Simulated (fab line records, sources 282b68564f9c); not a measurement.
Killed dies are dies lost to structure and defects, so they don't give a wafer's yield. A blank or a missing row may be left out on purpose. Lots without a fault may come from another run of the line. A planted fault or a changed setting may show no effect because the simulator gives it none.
Which tool did it? | flow rit_cmos | 7 lots, 21 wafers sampled, at 2 steps of a route of 202

WHAT THE GAUGES READ, wafer by wafer
RIT_ACTIVE_CD_MEAS_90: target cd 1400 nm.
lot  | measured    | on        | cd_nm (nm)
L290 | day 2 01:05 | cd_sem-02 | 1399.4 1397.7 1399.5
L293 | day 2 16:44 | cd_sem-01 | 1399.1 1401.8 1399.8
L295 | day 3 02:11 | cd_sem-01 | 1400.5 1400.1 1401.1
L297 | day 3 12:01 | cd_sem-02 | 1398.4 1397.5 1398.5
L299 | day 3 22:08 | cd_sem-02 | - - -
L301 | day 4 08:02 | cd_sem-02 | 1400.0 1399.4 1400.2
L311 | day 6 10:08 | cd_sem-01 | 1401.3 1401.4 1401.7

WHICH TOOL RAN EACH LOT (tool, then ch and the chambers of the sampled wafers, then the start)
lot  | RIT_ACTIVE_ETCH_13
L290 | rie_diel-04 ch 1,2,3, day 2 00:45
L293 | rie_diel-04 ch 1,2, day 2 16:25
L295 | rie_diel-02 ch 0,1,3, day 3 01:53
L297 | rie_diel-03 ch 0,1,2, day 3 11:43
L299 | rie_diel-04 ch 1,3, day 3 21:50
L301 | rie_diel-02 ch 0,1,3, day 4 07:43
L311 | rie_diel-04 ch 0,1,2, day 6 09:50
- RIT_ACTIVE_ETCH_13: etches Si3N4 in SF6, stops on SiO2, time 210 s, target depth 210 nm.

THE ANSWER, worked out from the rows above alone
Rule: what is usual is taken from the lots themselves. Put in order of their means at a reading, lots are off if they are a third of the lots or fewer, leave a main group of 4 or more, and stand apart from it by a gap of 3 or more times the standard deviation of the main group's means; of several such gaps the widest counts. A main group whose means are all the same, to the digits that the tables above print for the reading, isn't used. A lot without any number at a reading at which 4 lots or more have one is off too. The other lots that the step has rows for count as sound.
Off: L299, at RIT_ACTIVE_CD_MEAS_90 (cd_nm). Without a number there: L299. The main group: mean 1399.9 nm, standard deviation 1.1.
A tool fits if, at a process step before that reading, it ran every lot that is off, and no sound lot after the first of them. The gauges at RIT_ACTIVE_CD_MEAS_90 are tried like those tools. None of those tried fits.

WHAT THE SIMULATOR HAD PUT IN
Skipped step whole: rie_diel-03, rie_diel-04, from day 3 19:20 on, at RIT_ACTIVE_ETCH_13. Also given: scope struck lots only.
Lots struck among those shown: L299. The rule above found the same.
